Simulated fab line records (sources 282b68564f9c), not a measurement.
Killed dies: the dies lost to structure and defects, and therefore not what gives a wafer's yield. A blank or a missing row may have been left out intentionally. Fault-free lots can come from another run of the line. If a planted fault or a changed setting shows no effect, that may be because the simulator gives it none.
A lot that was struck, set against a sound lot | flow ritCmos | 18 out of 202 route steps
Sound: these wafers, L625.1, L625.3, L625.6. Wafers struck: L627.2, L627.4, L627.5. At the end, the cause is stated.
Each step with rows lists, per side, the tool, then ch with its chambers, then its first start. Under that, the readings that differ: sound wafers | struck wafers | difference of the means | sigmas: that difference in standard deviations of wafers without a fault.
alike: a reading whose means differ by less than 2 such deviations, as well as words and numbers matching on both sides. not compared: withheld readings; readings where some wafer has no value; bounds like >300 that might hide an equal value; numbers whose values overlap and for which the record gives no deviation.
The two part at a step that has a row with sigmas, a row that says differs or no value, or rows on one side only. Numbers that don't overlap but have no deviation are shown without sigmas and don't part them. A reading missing from all wafers of one side parts the sides only when that side holds two or more wafers.

RIT_M1_SPUTTER_00: material Al, target thk 400 nm, time 500 s.
  sound on pvdSputter-03, day 5 17:21; struck on pvdSputter-02, day 6 03:46
  alike: throttleValvePct
RIT_M1_RS_MEAS_01: the measuring method here is four-point-probe.
  sound on filmMetro-01, day 5 17:38; struck on filmMetro-04, day 6 04:05
  alike: M1_AL_RS
RIT_M1_THK_MEAS_02: measures by xrf.
  sound on filmMetro-01, day 5 17:46; struck on filmMetro-04, day 6 04:11
  alike: M1_AL_THK
then, 6 steps without rows for these wafers: RIT_M1_HMDS_03 (prime time 60 s); RIT_M1_COAT_04 (resist thk 1300 nm); RIT_M1_SOFTBAKE_05 (time 60 s); RIT_M1_EXPOSE_06 (exposes mask M12, target cd 2600 nm); RIT_M1_PEB_07; RIT_M1_DEVELOP_08 (develop time 68 s).
RIT_M1_CD_MEAS_09: the cd target is 2600 nm.
  sound on cdSem-01, day 5 18:50; struck on cdSem-02, day 6 05:16
  alike: cdNm
RIT_M1_OVL_MEAS_10:
  sound on overlay-02, day 5 18:57; struck on overlay-01, day 6 05:22
  alike: M1_OVL
then, 1 step without rows for these wafers: RIT_M1_HARDBAKE_11 (time 120 s).
RIT_M1_METAL_ETCH_12: etches Al in Cl2/BCl3, stops on SiO2, time 165 s, target depth 600 nm.
  sound on rieMetal-03 ch 0,1, day 5 19:14; struck on rieMetal-02 ch 0,1, day 6 05:42
  no value came back on the struck wafers for any of 6 readings (bcl3FlowSccm (sccm), chamberPressureMTorr (mTorr) and others); on the sound wafers bcl3FlowSccm (sccm) reads 50.04 49.83 49.99
reading                                 | sound             | struck            | difference | sigmas
model.NOVOLAK_of_M1_COAT_04.thkNm (nm)  | 807.1 807.1 806.1 | 1136 1136 1133    | +328       | 
model.SiO2_of_CONTACT_CVD_00.thkNm (nm) | 368.3 368.6 366.4 | 395.7 403.4 403.4 | +33.1      | 
  not compared: rfHoursCounterH
then, 1 step without rows for these wafers: RIT_M1_STRIP_13 (strips in nmp, time 600 s).
RIT_M1_STRIP_14: strips in O2, time 180 s.
  sound on plasmaAsher-02 ch 0,1, day 5 19:34; struck on plasmaAsher-02 ch 0,1, day 6 06:02
  alike: drypumpMotorCurrentA, rfReflPowerW
  not compared: rfHoursCounterH
RIT_M1_CD_MEAS_90: the cd target is 2600 nm.
  sound on cdSem-01, day 5 19:45; struck on cdSem-02, day 6 06:14
reading   | sound                | struck | difference                    | sigmas
cdNm (nm) | 2599.6 2601.4 2598.0 | - - -  | no value on the struck wafers | 
then, 1 step without rows for these wafers: RIT_M1_ANNEAL_15 (time 1800 s).
RIT_M1_PROBE_99:
  sound on prober-01, day 5 21:29; struck on prober-01, day 6 08:00
reading                 | sound          | struck         | difference | sigmas
defectLimitedYield (%)  | 98.1 98.5 96.6 | 0 0 0          | -98        | -75
killed_at_M0_to_M3      | 0 0 0          | 257 254 257    | +256       | +99 or more
killedDies              | 5 4 9          | 264 264 264    | +258       | +78
killedOnRim             | 2 2 3          | 70 70 70       | +68        | +45
sort_bin_5_function (%) | 1.5 1.1 2.3    | 98.9 98.5 98.1 | +96.9      | +99 or more
sortNPass               | 259 260 255    | 0 0 0          | -258       | -78
sortYieldPct (%)        | 98.1 98.5 96.6 | 0 0 0          | -98        | -75
  alike: killedAtContacts, killedAtFrontEnd, killedOpen, killedShort, sort_bin_3_pad_short, sort_bin_6_memory

== WHERE THEY PART ==
Last at RIT_M1_PROBE_99 as far as this record goes, first at RIT_M1_METAL_ETCH_12.

WHY: what the simulator had put in
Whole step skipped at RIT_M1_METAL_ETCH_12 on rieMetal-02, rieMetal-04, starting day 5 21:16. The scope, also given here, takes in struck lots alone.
